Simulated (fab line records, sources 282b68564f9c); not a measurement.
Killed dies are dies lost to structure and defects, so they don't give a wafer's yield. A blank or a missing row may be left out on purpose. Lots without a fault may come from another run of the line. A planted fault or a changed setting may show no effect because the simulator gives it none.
A struck lot beside a sound one | flow rit_cmos | 27 steps out of a route of 202
Sound: wafers L253.4, L253.5, L253.6. Struck: wafers L252.2, L252.4, L252.5. The cause comes at the end.
At each step with rows: each side's tool, then ch and its chambers, then its first start. Under that, the readings that differ: sound wafers | struck wafers | difference of the means | sigmas: that difference in standard deviations of wafers without a fault.
alike: readings whose means differ by less than 2 such deviations, and words and numbers that are the same on both sides. not compared: withheld readings, readings that some wafer has no value for, bounds like >300 that may hide the same value, and numbers for which the record gives no deviation and whose values overlap.
The two part at a step that has a row with sigmas, a row that says differs or no value, or rows on one side only. Numbers that don't overlap but have no deviation are shown without sigmas and don't part them. A reading that every wafer of one side lacks parts them only if that side has two wafers or more.

RIT_ACTIVE_BOW_MEAS_00:
  sound on film_metro-02, day 3 22:04; struck on film_metro-01, day 3 17:01
  alike: INCOMING_BOW
then, 1 step without rows for these wafers: RIT_ACTIVE_OXIDATION_01 (target thk 46.8 nm, ox time 3360 s).
RIT_ACTIVE_THK_MEAS_02:
  sound on film_metro-01, day 4 00:05; struck on film_metro-02, day 3 19:04
  alike: ACTIVE_OXIDE_THK
RIT_ACTIVE_CVD_03: deposits Si3N4 from SiH2Cl2/NH3, target thk 150 nm, time 1500 s.
  sound on lpcvd-01 ch 0, day 4 00:07; struck on lpcvd-02 ch 1, day 3 19:07
  reading                                  | sound             | struck            | difference | sigmas
  model.Si3N4_of_ACTIVE_CVD_03.thk_nm (nm) | 149.6 149.4 149.2 | 120.3 122.3 121.3 | -28.1      |
  alike: zone_power_load_pct
RIT_ACTIVE_THK_MEAS_04:
  sound on film_metro-02, day 4 02:16; struck on film_metro-03, day 3 20:32
  reading                 | sound             | struck            | difference | sigmas
  ACTIVE_NITRIDE_THK (nm) | 149.6 149.3 149.3 | 120.3 122.3 121.4 | -28.1      | -22
then, 6 steps without rows for these wafers: RIT_ACTIVE_HMDS_05 (prime time 60 s); RIT_ACTIVE_COAT_06 (resist thk 1000 nm); RIT_ACTIVE_SOFTBAKE_07 (time 60 s); RIT_ACTIVE_EXPOSE_08 (exposes mask M1, target cd 1400 nm); RIT_ACTIVE_PEB_09; RIT_ACTIVE_DEVELOP_10 (develop time 50 s).
RIT_ACTIVE_CD_MEAS_11: target cd 1400 nm.
  sound on cd_sem-01, day 4 03:13; struck on cd_sem-01, day 3 21:35
  alike: cd_nm
then, 1 step without rows for these wafers: RIT_ACTIVE_HARDBAKE_12 (time 60 s).
RIT_ACTIVE_ETCH_13: etches Si3N4 in SF6, stops on SiO2, time 210 s, target depth 210 nm.
  sound on rie_diel-04 ch 1,2, day 4 03:25; struck on rie_diel-02 ch 0,1,3, day 3 22:04
  reading                            | sound             | struck            | difference | sigmas
  oes_product_au (a.u.)              | 0.822 0.804 0.826 | 0.737 0.739 0.741 | -0.078     | -7
  model.etch.depth_nm (nm)           | 149.6 149.4 149.2 | 120.3 122.3 121.3 | -28.1      |
  model.ACTIVE.feature_depth_nm (nm) | 150 149.4 149.6   | 121.7 123 121.3   | -27.7      |
  alike: drypump_motor_current_A, throttle_valve_pct
  not compared: rf_hours_counter_h
RIT_ACTIVE_STRIP_14: strips in O2, time 180 s.
  sound on plasma_asher-03 ch 0,1, day 4 03:37; struck on plasma_asher-02 ch 0,1, day 3 22:12
  alike: drypump_motor_current_A
  not compared: rf_hours_counter_h
RIT_ACTIVE_CD_MEAS_90: target cd 1400 nm.
  sound on cd_sem-02, day 4 03:47; struck on cd_sem-02, day 3 22:24
  alike: cd_nm
then, 4 steps without rows for these wafers: RIT_ACTIVE_CLEAN_15 (cleans in SC1, time 600 s); RIT_ACTIVE_CLEAN_16 (cleans in dHF, time 30 s); RIT_ACTIVE_CLEAN_17 (cleans in SC2, time 600 s); RIT_FOX1_OXIDATION_00 (target thk 350.7 nm, ox time 1130 s).
RIT_FOX1_THK_MEAS_01:
  sound on film_metro-01, day 4 05:34; struck on film_metro-02, day 4 00:11
  alike: FOX1_OXIDE_THK
then, 2 steps without rows for these wafers: RIT_FOX1_WET_ETCH_02 (etches SiO2 in BOE, target depth 350 nm, time 390 s); RIT_FOX2_OXIDATION_00 (target thk 350.7 nm, ox time 1130 s).
RIT_FOX2_THK_MEAS_01:
  sound on film_metro-03, day 4 07:03; struck on film_metro-03, day 4 01:41
  reading             | sound       | struck      | difference | sigmas
  FOX2_OXIDE_THK (nm) | 364 364 359 | 346 350 341 | -17        | -2
RIT_FOX2_CLEAN_02: cleans in dHF, time 180 s.
  sound on wet_bench-04 ch 0, day 4 07:05; struck on wet_bench-03 ch 0, day 4 01:44
  reading                                  | sound           | struck          | difference | sigmas
  model.Si3N4_of_ACTIVE_CVD_03.thk_nm (nm) | 130.2 130 129.8 | 100.9 102.9 102 | -28.1      |
then, 1 step without rows for these wafers: RIT_FOX2_WET_ETCH_03 (etches Si3N4 in H3PO4, target depth 195 nm, time 2700 s).
RIT_M1_PROBE_99:
  sound on prober-02, day 5 21:52; struck on prober-02, day 5 16:41
  reading                        | sound          | struck         | difference | sigmas
  model.etest.nldd.width_nm (nm) | 3142 3144 3146 | 3116 3112 3103 | -34        |
  model.etest.pldd.width_nm (nm) | 3146 3141 3145 | 3100 3098 3114 | -40        |
  alike: killed_at_M0_to_M3, killed_at_front_end, killed_dies, killed_on_rim, killed_open, killed_short
  not compared: model.etest.pplus_sal.width_nm, model.etest.nplus_sal.width_nm

WHERE THEY PART
First at RIT_ACTIVE_THK_MEAS_04; last, within this record, at RIT_FOX2_THK_MEAS_01. Later steps at which nothing parts them and some readings are alike: RIT_M1_PROBE_99.

WHY: what the simulator had put in
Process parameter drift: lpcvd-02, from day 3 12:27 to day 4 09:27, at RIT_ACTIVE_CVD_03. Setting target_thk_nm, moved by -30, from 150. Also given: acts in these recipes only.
